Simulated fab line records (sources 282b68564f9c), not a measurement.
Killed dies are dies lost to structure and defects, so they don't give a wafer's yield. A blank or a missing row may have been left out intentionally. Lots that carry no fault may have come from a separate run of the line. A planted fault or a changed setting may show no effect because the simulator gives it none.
What tool caused it?	flow rit cmos	21 wafers from 7 lots sampled at 4 of the route's 202 steps

== WHAT THE GAUGES SHOWED, per wafer ==
RIT_PLDD_TW_MEAS_10.
lot	measured	on	PLDD_TW
L166	day 3 00:52	film metro-01	2373 2384 2369
L168	day 3 11:47	film metro-01	2371 2377 2390
L170	day 3 20:52	film metro-03	2334 2328 2339
L172	day 4 08:01	film metro-01	2367 2371 2372
L174	day 4 15:50	film metro-04	2353 2343 2334
L176	day 5 03:18	film metro-03	2334 2340 2339
L185	day 7 02:36	film metro-01	1685 1681 1685

== EACH LOT AND THE TOOL THAT RAN IT (in order: tool; ch and the chambers of the sampled wafers; start) ==
lot	RIT_PRETRO_STRIP_09	RIT_GATE_STRIP_20	RIT_PLDD_IMPLANT_08
L166	plasma asher-01 ch 0, day 2 13:16	plasma asher-04 ch 0,1, day 2 18:26	implanter-04 ch 0, day 3 00:33
L168	plasma asher-02 ch 0,1, day 2 22:11	plasma asher-04 ch 0,1, day 3 05:36	implanter-02 ch 0, day 3 11:27
L170	plasma asher-04 ch 0,1, day 3 09:31	plasma asher-01 ch 0,1, day 3 14:47	implanter-02 ch 0, day 3 20:33
L172	plasma asher-02 ch 0,1, day 3 19:50	plasma asher-01 ch 0,1, day 4 01:50	implanter-01 ch 0, day 4 07:41
L174	plasma asher-04 ch 0,1, day 4 04:27	plasma asher-01 ch 0,1, day 4 09:37	implanter-02 ch 0, day 4 15:31
L176	plasma asher-02 ch 0,1, day 4 15:31	plasma asher-03 ch 0,1, day 4 20:50	implanter-02 ch 0, day 5 03:01
L185	plasma asher-02 ch 0,1, day 6 10:47	plasma asher-01 ch 0,1, day 6 20:18	implanter-04 ch 0, day 7 02:17
- RIT_PRETRO_STRIP_09: strips in O2, time 180 s.
- RIT_GATE_STRIP_20: strips in O2, time 180 s.
- RIT_PLDD_IMPLANT_08

== THE ANSWER, worked out from the rows above alone ==
Rule: the lots themselves supply what counts as usual. The widest of any qualifying gaps counts: lots, ordered by their means at a reading, are off when they make up no more than a third of the lots, leave a main group of 4 or more, and stand apart from it by 3 or more times the standard deviation of that group's means. Not used: any main group whose means are identical at the precision the tables above print for the reading. A lot without any number at a reading at which 4 lots or more have one is off too. Where the step has rows for the other lots, those lots are counted as sound.
Off: at RIT_PLDD_TW_MEAS_10 (PLDD_TW), L185. For the main group the mean is 2357 and the standard deviation 19.
A tool fits if, at a process step before that reading, it ran every lot that is off, and no sound lot after the first of them. Those tools and the gauges at RIT_PLDD_TW_MEAS_10 are tried in the same way. Can't be told from this: 4 tools fit, plasma asher-02 at RIT_PRETRO_STRIP_09, plasma asher-01 at RIT_GATE_STRIP_20, implanter-04 at RIT_PLDD_IMPLANT_08, film metro-01 at RIT_PLDD_TW_MEAS_10.

== WHAT THE SIMULATOR HAD INSERTED ==
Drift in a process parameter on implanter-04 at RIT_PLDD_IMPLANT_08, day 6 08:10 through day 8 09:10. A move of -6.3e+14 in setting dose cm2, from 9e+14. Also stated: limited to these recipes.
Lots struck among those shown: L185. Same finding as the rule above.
